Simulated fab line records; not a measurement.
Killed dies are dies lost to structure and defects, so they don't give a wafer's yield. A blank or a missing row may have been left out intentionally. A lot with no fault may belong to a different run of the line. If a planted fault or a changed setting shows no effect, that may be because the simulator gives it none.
Which of the tools did it? || flow berkeley-cmos170 || 6 lots with 18 wafers sampled at 3 steps, on a route of 331 steps

## WHAT THE GAUGES READ, wafer by wafer
UCB170_NSD_TW_MEAS_10.
{"lot": "L961", "measured": "day 6 10:30", "on": "film-metro-03", "NSD_TW": "4201 4213 4208"}
{"lot": "L966", "measured": "day 7 19:36", "on": "film-metro-03", "NSD_TW": "30 30 30"}
{"lot": "L974", "measured": "day 9 14:37", "on": "film-metro-01", "NSD_TW": "4231 4273 4229"}
{"lot": "L972", "measured": "day 9 16:18", "on": "film-metro-01", "NSD_TW": "4253 4245 4252"}
{"lot": "L978", "measured": "day 10 06:29", "on": "film-metro-02", "NSD_TW": "4187 4192 4196"}
{"lot": "L981", "measured": "day 11 06:31", "on": "film-metro-03", "NSD_TW": "4177 4170 4171"}

## TOOL THAT RAN EACH LOT (tool first, then ch and the chambers of the sampled wafers, then the start)
{"lot": "L961", "UCB170_PSD_STRIP_09": "plasma-asher-03 ch 0,1, day 6 08:30", "UCB170_NSD_STRIP_09": "plasma-asher-01 ch 1, day 6 10:24"}
{"lot": "L966", "UCB170_PSD_STRIP_09": "plasma-asher-02 ch 1, day 7 17:53", "UCB170_NSD_STRIP_09": "plasma-asher-01 ch 1, day 7 19:30"}
{"lot": "L974", "UCB170_PSD_STRIP_09": "plasma-asher-03 ch 0,1, day 9 09:04", "UCB170_NSD_STRIP_09": "plasma-asher-04 ch 0,1, day 9 14:31"}
{"lot": "L972", "UCB170_PSD_STRIP_09": "plasma-asher-03 ch 0,1, day 9 14:10", "UCB170_NSD_STRIP_09": "plasma-asher-04 ch 0,1, day 9 16:13"}
{"lot": "L978", "UCB170_PSD_STRIP_09": "plasma-asher-03 ch 0,1, day 10 03:56", "UCB170_NSD_STRIP_09": "plasma-asher-03 ch 0,1, day 10 06:23"}
{"lot": "L981", "UCB170_PSD_STRIP_09": "plasma-asher-02 ch 0,1, day 11 04:06", "UCB170_NSD_STRIP_09": "plasma-asher-01 ch 0,1, day 11 06:25"}
- UCB170_PSD_STRIP_09: strips in O2.
- UCB170_NSD_STRIP_09: strips in O2.

## THE ANSWER, worked out from the rows above alone
Rule: usual is defined by the lots themselves. Put in order of their means at a reading, lots are off if they are a third of the lots or fewer, leave a main group of 4 or more, and stand apart from it by a gap of 3 or more times the standard deviation of the main group's means; of several such gaps the widest counts. The tables above print the reading to a certain number of digits; a main group whose means all agree to those digits is not used. A lot without any number at a reading at which 4 lots or more have one is off too. Where the step has rows for the other lots, those lots are counted as sound.
Off: at UCB170_NSD_TW_MEAS_10 (NSD_TW), L966. The main group has a mean of 4213 with a standard deviation of 30.
A tool fits if, at a process step before that reading, it ran every lot that is off, and no sound lot after the first of them. Gauges at UCB170_NSD_TW_MEAS_10: tried the same way as those tools. Not one of the candidates tried fits.

## WHAT WAS PUT IN BY THE SIMULATOR
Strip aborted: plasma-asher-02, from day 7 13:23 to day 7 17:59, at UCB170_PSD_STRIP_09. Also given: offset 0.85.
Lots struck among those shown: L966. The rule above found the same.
